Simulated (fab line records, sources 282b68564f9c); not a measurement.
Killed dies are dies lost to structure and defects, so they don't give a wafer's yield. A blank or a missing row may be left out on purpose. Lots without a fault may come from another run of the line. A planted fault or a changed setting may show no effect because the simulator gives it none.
Problem report in the 8D (eight disciplines) form, filled by code | flow rit_cmos | the parts of the form that need people (team, actions taken, sign-off) are left out

1. THE PROBLEM
killed_at_front_end at RIT_M1_PROBE_99 reads a mean of 33.3 on 3 wafers of 2 lots; wafers without a fault read 6.9 with a standard deviation of 3. That is +8.8 standard deviations from the usual mean.
First seen on wafer L970.5, day 6 06:32, on prober-01. The record holds 6 wafers of 2 lots with a number at this step. Rule for "out", or "out of limits": more than 4 standard deviations from the usual mean. The other wafers with a number count as sound.

2. WHAT IT IS AND WHAT IT IS NOT
question                    | is                               | is not
which readings at this step | killed_at_front_end, killed_dies | killed_at_M0_to_M3, killed_at_contacts, killed_open, killed_short
which lots                  | L970, L974                       | -
which wafers of those lots  | L970.5, L974.3, L974.6           | L970.3, L970.6, L974.1
read on which tools         | prober-01                        | -
when                        | from day 6 06:32                 | up to then (1 sound wafer); but 2 sound wafers of L970, L974 came after

3. SUSPECTS, AND WHAT RULES EACH OUT
Counting: a tool at a process step up to the reading stays a suspect if it ran every lot that is out. Sound lots after the first of them don't rule it out here, since some wafers of a struck lot are sound.
- plasma_asher-01 at RIT_NLDD_STRIP_09 (strips in O2, time 180 s): kept. It ran every lot that is out, first L970 (day 5 15:25).
- prober-01 at RIT_M1_PROBE_99: kept. It ran every lot that is out, first L970 (day 6 06:26). Its own readings are out on those wafers: killed_at_front_end, killed_dies.
- Within plasma_asher-01 at RIT_NLDD_STRIP_09: the wafers that are out ran in chamber 1; their sound lot-mates ran in chamber 0.
Left after counting: plasma_asher-01 at RIT_NLDD_STRIP_09, prober-01 at RIT_M1_PROBE_99.

4. THE CAUSE (what the simulator had put in)
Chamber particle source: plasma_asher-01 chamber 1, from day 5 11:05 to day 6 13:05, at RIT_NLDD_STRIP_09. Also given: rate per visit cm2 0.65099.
Counting left 2 suspects, and this tool is among them.

5. THE CHAIN OF EFFECTS, in route order
Each row: a reading whose mean over the struck wafers that have a number lies more than 3 standard deviations from the usual. Only readings for which the record gives a usual standard deviation are gone through. hours: the time from each lot's start at the first step in this table that gives one to its start at this step, as a median over the lots. sigmas: the change in usual standard deviations.
hours | step            | reading             | usual | on struck wafers | change | sigmas
0     | RIT_M1_PROBE_99 | killed_at_front_end | 6.9   | 33.3             | +26.4  | +8.8
0     | RIT_M1_PROBE_99 | killed_dies         | 6.9   | 33.3             | +26.4  | +8.8
The process steps in it:
- RIT_M1_PROBE_99

6. WHAT WOULD HAVE CAUGHT IT SOONER
In this record the first reading out of limits was taken at day 6 06:32, 19 hours after the fault began at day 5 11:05.
Of the tool readings at RIT_NLDD_STRIP_09 for which the record gives a usual standard deviation, none was out on any struck wafer, so an alarm limit of 4 standard deviations on them would not have fired.
Of the lots that are out (2), L974 began RIT_NLDD_STRIP_09 on plasma_asher-01 after day 6 06:32. A hold on the tool at that time would have spared it.
